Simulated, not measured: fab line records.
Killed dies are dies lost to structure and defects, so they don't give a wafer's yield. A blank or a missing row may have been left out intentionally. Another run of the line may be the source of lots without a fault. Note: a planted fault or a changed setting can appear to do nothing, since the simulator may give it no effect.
Comparing a struck lot with a sound one / flow rit_cmos / 20 steps out of a route of 202
Sound: wafers L197.1, L197.3, L197.6. Wafers L202.1, L202.3, L202.6 were the ones struck. At the end, the cause is stated.
Each step with rows lists, per side, the tool, then ch with its chambers, then its first start. Under that, the readings that differ: sound wafers / struck wafers / difference of the means / sigmas: that difference in standard deviations of wafers without a fault.
alike: a reading whose means differ by less than 2 such deviations, as well as words and numbers matching on both sides. not compared: withheld readings; readings where some wafer has no value; bounds like >300 that might hide an equal value; numbers whose values overlap and for which the record gives no deviation.
Wherever a step has rows on one side only, a row that says differs or no value, or a row with sigmas, the two part there. Numbers that don't overlap but have no deviation are shown without sigmas and don't part them. A reading that every wafer of one side lacks parts them only if that side has two wafers or more.

RIT_ACTIVE_BOW_MEAS_00:
  sound on film_metro-03 at day 3 02:00; struck on film_metro-03 at day 4 03:00
  alike: INCOMING_BOW
then, 1 step without rows for these wafers: RIT_ACTIVE_OXIDATION_01 (target thk 46.8 nm, ox time 3360 s).
RIT_ACTIVE_THK_MEAS_02:
  sound on film_metro-01 at day 3 04:03; struck on film_metro-03 at day 4 06:13
  alike: ACTIVE_OXIDE_THK
RIT_ACTIVE_CVD_03: deposits Si3N4 from SiH2Cl2/NH3, target thk 150 nm, time 1500 s.
  sound on lpcvd-01 ch 1, day 3 04:30; struck on lpcvd-01 ch 1, day 4 06:53
reading=spike_tc_centre_C (C); sound=811.9 811.9 813.9; struck=866.3 866.1 865.8; difference=+53.5; sigmas=+38
reading=spike_tc_load_C (C); sound=831 832 832; struck=885 887 887; difference=+55; sigmas=+17
reading=spike_tc_source_C (C); sound=833.5 834.8 835.0; struck=888.1 888.1 889.3; difference=+54.1; sigmas=+25
reading=susceptor_temp_C (C); sound=809.7 810.2 810.3; struck=862.9 862.3 862.9; difference=+52.6; sigmas=+99 or more
reading=model.Si3N4_of_ACTIVE_CVD_03.thk_nm (nm); sound=150.7 150.6 149.6; struck=252.9 252.9 252.6; difference=+102.5; sigmas=
  alike: nh3_flow_sccm, zone_power_centre_pct
RIT_ACTIVE_THK_MEAS_04:
  sound on film_metro-03 at day 3 05:55; struck on film_metro-04 at day 4 08:17
reading=ACTIVE_NITRIDE_THK (nm); sound=150.7 150.6 149.6; struck=252.9 253.0 252.5; difference=+102.5; sigmas=+68
then, 6 steps without rows for these wafers: RIT_ACTIVE_HMDS_05 (prime time 58.85 s); RIT_ACTIVE_COAT_06 (resist thk 1000 nm); RIT_ACTIVE_SOFTBAKE_07 (time 60 s); RIT_ACTIVE_EXPOSE_08 (exposes mask M1, target cd 1400 nm); RIT_ACTIVE_PEB_09; RIT_ACTIVE_DEVELOP_10 (develop time 50 s).
RIT_ACTIVE_CD_MEAS_11: target cd 1400 nm.
  sound on cd_sem-02 at day 3 06:58; struck on cd_sem-01 at day 4 09:14
  alike: cd_nm
then, 1 step without rows for these wafers: RIT_ACTIVE_HARDBAKE_12 (time 60 s).
RIT_ACTIVE_ETCH_13: etches Si3N4 in SF6, stops on SiO2, time 210 s, target depth 210 nm.
  sound on rie_diel-03 ch 0,3, day 3 07:14; struck on rie_diel-03 ch 1,2, day 4 09:30
reading=drypump_motor_current_A (A); sound=6.0 6.0 6.0; struck=5.7 5.2 5.2; difference=-0.6; sigmas=-2
reading=oes_product_au (a.u.); sound=0.820 0.842 0.835; struck=0.989 1.004 0.995; difference=+0.164; sigmas=+14
reading=model.etch.depth_nm (nm); sound=150.7 150.6 149.6; struck=208.4 213.6 214; difference=+61.7; sigmas=
reading=model.ACTIVE.feature_depth_nm (nm); sound=150.7 150.6 149.6; struck=208.4 213.5 214; difference=+61.7; sigmas=
  alike: chamber_pressure_mTorr, throttle_valve_pct
  not compared: rf_hours_counter_h, model.SiO2_of_ACTIVE_OXIDATION_01.thk_nm
RIT_ACTIVE_STRIP_14: strips in O2, time 180 s.
  sound on plasma_asher-02 ch 0,1, day 3 07:22; struck on plasma_asher-02 ch 0,1, day 4 09:38
  alike: chamber_pressure_mTorr, drypump_motor_current_A
  not compared: rf_hours_counter_h
RIT_ACTIVE_CD_MEAS_90: target cd 1400 nm.
  sound on cd_sem-01 at day 3 07:32; struck on cd_sem-01 at day 4 09:48
  alike: cd_nm
then, 1 step without rows for these wafers: RIT_ACTIVE_CLEAN_15 (cleans in SC1, time 600 s).
RIT_ACTIVE_CLEAN_16: cleans in dHF, time 30 s.
  sound on wet_bench-04 ch 1, day 3 07:50; struck on wet_bench-03 ch 3, day 4 10:07
reading=model.Si3N4_of_ACTIVE_CVD_03.thk_nm (nm); sound=149.8 149.7 148.8; struck=252.1 252.1 251.8; difference=+102.6; sigmas=
then, 1 step without rows for these wafers: RIT_ACTIVE_CLEAN_17 (cleans in SC2, time 600 s).
RIT_M1_PROBE_99:
  record: rows for the struck wafers here (prober-02, day 6 07:38), none for the sound ones

## WHERE THEY PART
Last at RIT_M1_PROBE_99 as far as this record goes, first at RIT_ACTIVE_CVD_03.

WHY: the cause the simulator had injected
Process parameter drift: lpcvd-01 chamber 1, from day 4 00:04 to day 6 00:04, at RIT_ACTIVE_CVD_03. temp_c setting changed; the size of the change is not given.
